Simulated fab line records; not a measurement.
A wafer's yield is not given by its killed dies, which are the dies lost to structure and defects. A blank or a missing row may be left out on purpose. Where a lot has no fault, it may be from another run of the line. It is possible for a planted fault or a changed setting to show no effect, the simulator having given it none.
Chamber matching :: flow berkeley_cmos170 :: 4 sister chambers for UCB170_V1_ETCH_14 on rie_diel-01
The step etches SiO2 in CHF3/CF4/Ar, stops on Al, target depth 1250 nm, time 291 s. 8 wafers are shown with their chamber, then 8 later ones without.

== EACH WAFER AND ITS CHAMBER ==
wafer: L896.2
chamber: 2
throttle_valve_pct (%): 6.90
drypump_motor_current_A (A): 6.2

wafer: L896.3
chamber: 1
throttle_valve_pct (%): 6.86
drypump_motor_current_A (A): 6.3

wafer: L896.6
chamber: 2
throttle_valve_pct (%): 6.91
drypump_motor_current_A (A): 6.3

wafer: L895.3
chamber: 0
throttle_valve_pct (%): 7.16
drypump_motor_current_A (A): 6.0

wafer: L895.5
chamber: 0
throttle_valve_pct (%): 7.18
drypump_motor_current_A (A): 6.0

wafer: L902.4
chamber: 1
throttle_valve_pct (%): 6.87
drypump_motor_current_A (A): 6.2

wafer: L902.6
chamber: 3
throttle_valve_pct (%): 6.99
drypump_motor_current_A (A): 5.9

wafer: L907.2
chamber: 3
throttle_valve_pct (%): 6.98
drypump_motor_current_A (A): 5.8

== WAFERS WHOSE CHAMBER IS MISSING ==
wafer: L907.3
throttle_valve_pct (%): 6.87
drypump_motor_current_A (A): 6.3

wafer: L907.4
throttle_valve_pct (%): 6.88
drypump_motor_current_A (A): 6.2

wafer: L909.1
throttle_valve_pct (%): 6.90
drypump_motor_current_A (A): 6.2

wafer: L909.4
throttle_valve_pct (%): 6.97
drypump_motor_current_A (A): 5.8

wafer: L909.5
throttle_valve_pct (%): 6.86
drypump_motor_current_A (A): 6.3

wafer: L911.1
throttle_valve_pct (%): 6.89
drypump_motor_current_A (A): 6.3

wafer: L911.2
throttle_valve_pct (%): 6.98
drypump_motor_current_A (A): 5.9

wafer: L911.6
throttle_valve_pct (%): 6.97
drypump_motor_current_A (A): 5.8

== WHICH CHAMBER EACH WENT THROUGH ==
wafer: L907.3
from the rows above: 1
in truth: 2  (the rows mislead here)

wafer: L907.4
from the rows above: can't be placed: 1 or 2
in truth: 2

wafer: L909.1
from the rows above: 2
in truth: 2

wafer: L909.4
from the rows above: 3
in truth: 3

wafer: L909.5
from the rows above: 1
in truth: 1

wafer: L911.1
from the rows above: can't be placed: 2 or 1
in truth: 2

wafer: L911.2
from the rows above: 3
in truth: 3

wafer: L911.6
from the rows above: 3
in truth: 3
Correctly placed: 5 of 8. Unplaceable from these rows: 2, with the true chamber sitting among the candidates in 2. Number placed wrongly: 1.
How it was worked out, from the rows above alone: a wafer's distance from a chamber is the root of the sum, over the readings, of the square of ((its reading less the chamber's mean) divided by the reading's scatter). If the next closest chamber is less than 2 further off than the closest, the wafer can't be placed; otherwise it belongs to the closest. For every chamber, the mean is computed from those of its wafers that are shown. The scatter: the root of (the sum of the squares of (reading less its chamber's mean) over the shown wafers, divided by (wafers less chambers)).
